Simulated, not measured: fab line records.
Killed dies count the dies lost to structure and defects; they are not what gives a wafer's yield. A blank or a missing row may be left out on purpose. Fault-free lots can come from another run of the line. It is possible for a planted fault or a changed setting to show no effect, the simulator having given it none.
fab line records -- flow berkeleyCmos170 -- part 2 of 2: steps 30 to 41 of 41
record: lots: 5, wafers: 15, lastDay: 11
route steps=331 shown PVT@122 GATE@125 FIELD@126 PLDD@145 NLDD@158
lots that met no fault: taken from a fault-free run of the same line
startH: start of the lot's first displayed wafer, in hours after the record's first day -- waitH: hours since the lot's step before -- " same as the row above -- L1.1+2: a row that stands for several wafers -- - value missing, or start not given -- * or withheld: withheld -- < > ~ a bound
route shown NAME@n: a module of which the file shows steps, and the number in the route of the first -- usual: mean and standard deviation over wafers with no fault -- same: alike in all rows -- chamber/n: place in a boat -- sites: readings site by site -- _std_site: standard deviation of those values -- _edge_site: the outer-site mean with the inner-site mean subtracted -- radiusMm: for every site, how far away it sits from the centre of the wafer -- mask NAME#n: copy n -- behind: the most recent tool/chamber to have shaped the wafer -- hold: cause of the lot's hold/its duration in hours/its outcome -- device: which transistor (n, p or np) failed to switch -- end of line: the tests these same wafers got at the end of their route -- for a step that has no rows: nothing shown but its recipe -- killed: at the first sort, the dies lost to defects and structure; wafer yield is something else -- map: a wafer's dies, x killed, . not, _ none there
set.NAME: setting as actually run; set.NAME@STEP: the setting as run at that earlier step -- model.NAME: the simulator's own value behind a step, which no gauge read
a table for each step, a row for each wafer; lots at some steps of the route
services: a tool's chamber out of use, with start hour (startH, from the record's first day; less than 0 if before it), hours out, and reason
== steps ==
step: UCB170_PLDD_CD_MEAS_06
recipe: targetCdNm: 1200
usual: cdNm: 1199.5/1.2
lot.wafer,tool,chamber,startH,waitH,cdNm
L074.1,cdSem-01,-,121.30,-,1200.8
L074.4,cdSem-01,-,121.30,-,1199.8
L074.5,cdSem-01,-,121.30,-,1199.2
L085.1,cdSem-02,-,170.33,-,1197.8
L085.4,cdSem-02,-,170.33,-,1198.7
L085.6,cdSem-02,-,170.33,-,1198.1
L088.3,cdSem-02,-,214.50,-,1198.9
L088.5,cdSem-02,-,214.50,-,1199.7
L088.6,cdSem-02,-,214.50,-,1199.2
L089.2,cdSem-01,-,214.75,-,1198.7
L089.3,cdSem-01,-,214.75,-,1198.3
L089.5,cdSem-01,-,214.75,-,1198.3
L093.2,cdSem-01,-,220.88,-,1199.1
L093.3,cdSem-01,-,220.88,-,1199.6
L093.6,cdSem-01,-,220.88,-,1199.0
step: UCB170_PLDD_OVL_MEAS_07
usual: PLDD_OVL: 0/5.8
lot.wafer,tool,chamber,startH,waitH,PLDD_OVL[nm]
L074.1,overlay-02,-,121.42,0.1,-2
L074.4,overlay-02,-,121.42,0.1,10
L074.5,overlay-02,-,121.42,0.1,-7
L085.1,overlay-01,-,170.45,0.1,-4
L085.4,overlay-01,-,170.45,0.1,10
L085.6,overlay-01,-,170.45,0.1,3
L088.3,overlay-01,-,214.59,0.1,3
L088.5,overlay-01,-,214.59,0.1,10
L088.6,overlay-01,-,214.59,0.1,-3
L089.2,overlay-01,-,214.86,0.1,-3
L089.3,overlay-01,-,214.86,0.1,4
L089.5,overlay-01,-,214.86,0.1,6
L093.2,overlay-01,-,220.99,0.1,-2
L093.3,overlay-01,-,220.99,0.1,-7
L093.6,overlay-01,-,220.99,0.1,-3
step: UCB170_PLDD_IMPLANT_08
recipe: species: BF2, doseCm2: 5e+13, energyKev: 10, tiltDeg: 7, rotationDeg: 0
usual: beamOnS: 10.08/0.2
lot.wafer,tool,chamber,startH,waitH,beamOnS
L074.1,implanter-03,0,121.45,0.0,9.86
L074.4,implanter-03,0,121.45,0.0,9.75
L074.5,implanter-03,0,121.45,0.0,10.25
L085.1,implanter-03,0,170.49,0.0,9.77
L085.4,implanter-03,0,170.49,0.0,9.96
L085.6,implanter-03,0,170.49,0.0,10.18
L088.3,implanter-01,0,214.66,0.1,10.11
L088.5,implanter-01,0,214.66,0.1,10.15
L088.6,implanter-01,0,214.66,0.1,10.09
L089.2,implanter-03,0,214.91,0.0,9.96
L089.3,implanter-03,0,214.91,0.0,9.77
L089.5,implanter-03,0,214.91,0.0,9.81
L093.2,implanter-04,0,221.05,0.0,9.98
L093.3,implanter-04,0,221.05,0.0,10.48
L093.6,implanter-04,0,221.05,0.0,10.39
step: UCB170_PLDD_IMPLANT_09
recipe: species: BF2, doseCm2: 5e+13, energyKev: 10, tiltDeg: 7, rotationDeg: 180
usual: beamOnS: 10.09/0.23
lot.wafer,tool,chamber,startH,waitH,beamOnS
L074.1,implanter-03,0,121.60,0.1,10.62
L074.4,implanter-03,0,121.60,0.1,10.10
L074.5,implanter-03,0,121.60,0.1,9.71
L085.1,implanter-03,0,170.64,0.1,10.30
L085.4,implanter-03,0,170.64,0.1,9.93
L085.6,implanter-03,0,170.64,0.1,10.04
L088.3,implanter-01,0,214.81,0.1,10.21
L088.5,implanter-01,0,214.81,0.1,10.01
L088.6,implanter-01,0,214.81,0.1,10.34
L089.2,implanter-03,0,215.06,0.1,10.09
L089.3,implanter-03,0,215.06,0.1,9.80
L089.5,implanter-03,0,215.06,0.1,10.15
L093.2,implanter-04,0,221.20,0.1,10.19
L093.3,implanter-04,0,221.20,0.1,10.47
L093.6,implanter-04,0,221.20,0.1,10.55
step: UCB170_PLDD_STRIP_10
recipe: chemistry: O2, powerW: 400, pressureMtorr: 3500, platenTempC: withheld, o2FlowSccm: 400, overashFraction: 0.5
usual: drypumpMotorCurrentA: 5.8/0.59, o2FlowSccm: 400.1/1.2, oesProductAu: 0.735/0.0051, stripTimeToEndpointS: 21.63/0.064
lot.wafer,tool,chamber,startH,waitH,drypumpMotorCurrentA,o2FlowSccm,oesProductAu,rfHoursCounterH,stripTimeToEndpointS
L074.1,plasmaAsher-04,1,121.75,0.1,5.5,399.2,0.731,41,21.67
L074.4,plasmaAsher-04,1,121.75,0.1,5.4,399.4,0.729,-,21.67
L074.5,plasmaAsher-04,1,121.75,0.1,5.4,399.2,0.742,-,21.67
L085.1,plasmaAsher-04,0,170.79,0.1,5.1,400.3,0.740,46,21.68
L085.4,plasmaAsher-04,0,170.79,0.1,5.0,400.0,0.729,-,21.69
L085.6,plasmaAsher-04,1,170.79,0.1,5.4,402.4,0.735,-,21.80
L088.3,plasmaAsher-03,1,214.95,0.1,6.1,401.3,0.741,-,21.69
L088.5,plasmaAsher-03,0,214.95,0.1,6.2,399.7,0.731,-,21.65
L088.6,plasmaAsher-03,1,214.95,0.1,6.2,401.1,0.739,-,21.74
L089.2,plasmaAsher-02,1,215.19,0.1,4.7,401.1,0.734,50,21.55
L089.3,plasmaAsher-02,1,215.19,0.1,4.7,401.6,0.737,-,21.56
L089.5,plasmaAsher-02,0,215.19,0.1,6.5,400.2,0.730,-,21.57
L093.2,plasmaAsher-04,1,221.32,0.1,5.5,400.2,0.730,51,21.63
L093.3,plasmaAsher-04,0,221.32,0.1,5.0,399.0,0.738,-,21.55
L093.6,plasmaAsher-04,1,221.32,0.1,5.5,402.4,0.727,-,21.56
step: UCB170_PLDD_TW_MEAS_11
usual: PLDD_TW: 1010/7.5
lot.wafer,tool,chamber,startH,waitH,PLDD_TW
L074.1,filmMetro-01,-,121.85,0.1,1020
L074.4,filmMetro-01,-,121.85,0.1,1013
L074.5,filmMetro-01,-,121.85,0.1,1018
L085.1,filmMetro-02,-,170.89,0.1,1005
L085.4,filmMetro-02,-,170.89,0.1,1001
L085.6,filmMetro-02,-,170.89,0.1,1001
L088.3,filmMetro-03,-,215.03,0.1,1009
L088.5,filmMetro-03,-,215.03,0.1,1006
L088.6,filmMetro-03,-,215.03,0.1,1014
L089.2,filmMetro-03,-,215.30,0.1,1009
L089.3,filmMetro-03,-,215.30,0.1,1006
L089.5,filmMetro-03,-,215.30,0.1,1011
L093.2,filmMetro-03,-,221.43,0.1,1004
L093.3,filmMetro-03,-,221.43,0.1,1007
L093.6,filmMetro-03,-,221.43,0.1,1002
step: UCB170_PLDD_CLEAN_12
recipe: chemistry: SPM, tempC: 120, timeS: 600
lot.wafer,tool,chamber,startH,waitH
L074.1+4+5,wetBench-03,3,121.91,0.1
L085.1+4+6,wetBench-02,0,170.95,0.1
L088.3+5+6,wetBench-01,1,215.07,0.0
L089.2+3+5,wetBench-03,1,215.35,0.0
L093.2+3+6,wetBench-02,1,221.48,0.0
step: UCB170_NLDD_HMDS_00
recipe: primeTimeS: 60, primeTempC: 100
lot.wafer,tool,chamber,startH,waitH
L074.1+4+5,lithoTrack-04,0,122.26,0.0
L085.1+4+6,lithoTrack-01,0,171.60,0.5
L088.3+5+6,lithoTrack-03,0,215.44,0.2
L089.2+3+5,lithoTrack-01,0,215.76,0.2
L093.2+3+6,lithoTrack-01,0,221.90,0.2
step: UCB170_NLDD_COAT_01
recipe: resist: KrF, spinRpm: 1500, resistThkNm: 900
lot.wafer,tool,chamber,startH,waitH
L074.1+4+5,lithoTrack-04,0,122.41,0.1
L085.1+4+6,lithoTrack-01,0,171.75,0.1
L088.3+5+6,lithoTrack-03,0,215.59,0.1
L089.2+3+5,lithoTrack-01,0,215.91,0.1
L093.2+3+6,lithoTrack-01,0,222.05,0.1
step: UCB170_NLDD_SOFTBAKE_02
recipe: resist: KrF, tempC: 130, timeS: 60
lot.wafer,tool,chamber,startH,waitH
L074.1+4+5,lithoTrack-04,0,122.56,0.1
L085.1+4+6,lithoTrack-01,0,171.90,0.1
L088.3+5+6,lithoTrack-03,0,215.74,0.1
L089.2+3+5,lithoTrack-01,0,216.06,0.1
L093.2+3+6,lithoTrack-01,0,222.20,0.1
step: UCB170_NLDD_EXPOSE_03
recipe: maskId: NSELECT, na: 0.5, sigmaOuter: 0.6, sourceShape: conventional, targetCdNm: 1200, doseMj: 30
usual: focusOffsetNm: 0.1/0.55
lot.wafer,tool,chamber,startH,waitH,mask,focusOffsetNm
L074.1,krfScanner-02,0,122.71,0.1,NSELECT#0,0.8
L074.4,krfScanner-02,0,122.71,0.1,NSELECT#0,1.0
L074.5,krfScanner-02,0,122.71,0.1,NSELECT#0,0.6
L085.1,krfScanner-02,0,172.18,0.2,NSELECT#0,-0.7
L085.4,krfScanner-02,0,172.18,0.2,NSELECT#0,0.3
L085.6,krfScanner-02,0,172.18,0.2,NSELECT#0,0.8
L088.3,krfScanner-02,0,216.00,0.2,NSELECT#0,-0.4
L088.5,krfScanner-02,0,216.00,0.2,NSELECT#0,0.6
L088.6,krfScanner-02,0,216.00,0.2,NSELECT#0,0.9
L089.2,krfScanner-02,0,216.20,0.1,NSELECT#0,-0.6
L089.3,krfScanner-02,0,216.20,0.1,NSELECT#0,0.4
L089.5,krfScanner-02,0,216.20,0.1,NSELECT#0,0.4
L093.2,krfScanner-01,0,222.34,0.1,NSELECT#0,0.1
L093.3,krfScanner-01,0,222.34,0.1,NSELECT#0,-1.3
L093.6,krfScanner-01,0,222.34,0.1,NSELECT#0,-0.3
step: UCB170_NLDD_PEB_04
recipe: pebTempC: 130, pebTimeS: withheld, resist: KrF
lot.wafer,tool,chamber,startH,waitH
L074.1+4+5,lithoTrack-03,0,122.84,0.1
L085.1+4+6,lithoTrack-01,0,172.50,0.3
L088.3+5+6,lithoTrack-03,0,216.17,0.1
L089.2+3+5,lithoTrack-03,0,216.42,0.2
L093.2+3+6,lithoTrack-01,0,223.07,0.7
== services ==
tool,chamber,startH,hours,kind
plasmaAsher-04,-,94.13,15.8,repair
rieDiel-03,0,95.14,6.9,repair
plasmaAsher-03,-,108.75,9.0,pm
implanter-04,-,115.89,1.3,repair
rieDiel-02,1,117.27,25.0,repair
krfScanner-02,-,126.22,1.3,pm
plasmaAsher-04,-,136.16,13.9,pm
rieDiel-02,0,136.40,9.7,repair
implanter-01,-,146.35,3.1,pm
implanter-01,-,150.73,0.6,repair
implanter-03,-,154.93,3.9,pm
rieDiel-03,2,155.16,8.1,repair
rieDiel-02,-,155.32,28.1,pm
implanter-04,-,155.38,1.5,repair
krfScanner-01,-,157.78,1.0,pm
implanter-01,-,165.49,1.8,repair
krfScanner-01,-,176.48,0.8,pm
rieSi-02,0,176.65,1.9,repair
implanter-04,-,182.09,3.0,repair
furnace-02,-,186.82,4.9,pm
rieDiel-03,0,187.32,8.9,repair
plasmaAsher-03,-,195.47,2.8,pm
krfScanner-02,-,206.23,1.0,pm
krfScanner-01,-,212.20,0.4,repair
